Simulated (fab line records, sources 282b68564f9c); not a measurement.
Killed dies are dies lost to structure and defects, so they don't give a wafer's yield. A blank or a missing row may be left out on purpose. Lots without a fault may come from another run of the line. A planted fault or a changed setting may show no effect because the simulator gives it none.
Tool commonality check | flow rit_cmos | 14 lots, 42 wafers sampled

WHY IT WAS OPENED
At RIT_FOX1_THK_MEAS_01 the reading FOX1_OXIDE_THK is flagged on 2 of 14 lots. Wafers without a fault read 351 nm, standard deviation 6.3.
Rule: a lot is flagged when every wafer of it that has a number lies more than 4 standard deviations from that mean, or none has a number. The other lots count as sound.

lot  | measured    | on            | FOX1_OXIDE_THK (nm), wafer by wafer | flag
L682 | day 1 23:22 | film_metro-03 | 359 350 355                         |
L684 | day 2 09:52 | film_metro-03 | 343 357 351                         |
L685 | day 2 13:38 | film_metro-02 | 355 354 355                         |
L687 | day 3 03:29 | film_metro-02 | 356 354 360                         |
L688 | day 3 08:34 | film_metro-01 | 346 344 344                         |
L689 | day 3 10:51 | film_metro-02 | 344 347 344                         |
L690 | day 3 15:50 | film_metro-03 | 335 338 342                         |
L697 | day 5 03:22 | film_metro-03 | 345 342 346                         |
L698 | day 5 06:59 | film_metro-03 | 405 403 394                         | FLAGGED
L699 | day 5 12:23 | film_metro-03 | 397 399 395                         | FLAGGED
L700 | day 5 18:32 | film_metro-02 | 347 350 353                         |
L701 | day 5 22:25 | film_metro-01 | 351 357 352                         |
L702 | day 6 03:07 | film_metro-03 | 345 349 349                         |
L703 | day 6 08:44 | film_metro-03 | 349 349 349                         |
The numbers of the flagged lots are 399 nm on average: +48 nm against the usual, or +8 standard deviations.

WHICH TOOL RAN EACH LOT
The record holds 1 process step before the reading, out of a route of 202 steps. In each cell: the tool, then ch and the chambers that the sampled wafers went through, then the start.
lot  | flag    | RIT_FOX1_OXIDATION_00
L682 |         | furnace-03 ch 0, day 1 22:03
L684 |         | furnace-01 ch 0, day 2 08:32
L685 |         | furnace-03 ch 0, day 2 12:20
L687 |         | furnace-01 ch 0, day 3 02:10
L688 |         | furnace-04 ch 0, day 3 07:15
L689 |         | furnace-04 ch 0, day 3 09:31
L690 |         | furnace-01 ch 0, day 3 14:31
L697 |         | furnace-03 ch 0, day 5 02:03
L698 | FLAGGED | furnace-01 ch 0, day 5 05:40
L699 | FLAGGED | furnace-01 ch 0, day 5 11:03
L700 |         | furnace-04 ch 0, day 5 17:14
L701 |         | furnace-03 ch 0, day 5 21:07
L702 |         | furnace-04 ch 0, day 6 01:47
L703 |         | furnace-04 ch 0, day 6 07:25
What these steps do:
- RIT_FOX1_OXIDATION_00: target thk 350.7 nm, ox time 1130 s.
- RIT_FOX1_THK_MEAS_01

FLAGGED OVER TOTAL, TOOL BY TOOL (the gauges that took the reading come last)
step                  | tool          | lots run | flagged | share of the flagged lots | sound lots run after its first flagged lot
RIT_FOX1_OXIDATION_00 | furnace-01    | 5        | 2       | all                       | 0
RIT_FOX1_OXIDATION_00 | furnace-03    | 4        | 0       | none                      | -
RIT_FOX1_OXIDATION_00 | furnace-04    | 5        | 0       | none                      | -
RIT_FOX1_THK_MEAS_01  | film_metro-01 | 2        | 0       | none                      | -
RIT_FOX1_THK_MEAS_01  | film_metro-02 | 4        | 0       | none                      | -
RIT_FOX1_THK_MEAS_01  | film_metro-03 | 8        | 2       | all                       | 2 (L702,L703)

WHAT THE TABLE ALLOWS
2 rows of the table ran every flagged lot: furnace-01 at RIT_FOX1_OXIDATION_00, film_metro-03 at RIT_FOX1_THK_MEAS_01.
- furnace-01 at RIT_FOX1_OXIDATION_00: 2 of its 5 lots flagged. Its last sound lot is L690 (day 3 14:31), its first flagged lot L698 (day 5 05:40): a fault that began between those two fits.
- film_metro-03 at RIT_FOX1_THK_MEAS_01: 2 of its 8 lots flagged. Sound lots ran on it after the first flagged one (L702, L703), which a lasting fault on the whole tool wouldn't allow.
One tool is left: furnace-01 at RIT_FOX1_OXIDATION_00.

WHAT THE SIMULATOR HAD PUT IN
Process parameter drift: furnace-01, from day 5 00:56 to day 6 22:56, at RIT_FOX1_OXIDATION_00. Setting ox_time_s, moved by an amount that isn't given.
Lots struck among those shown: L698, L699. The rule above found the same.
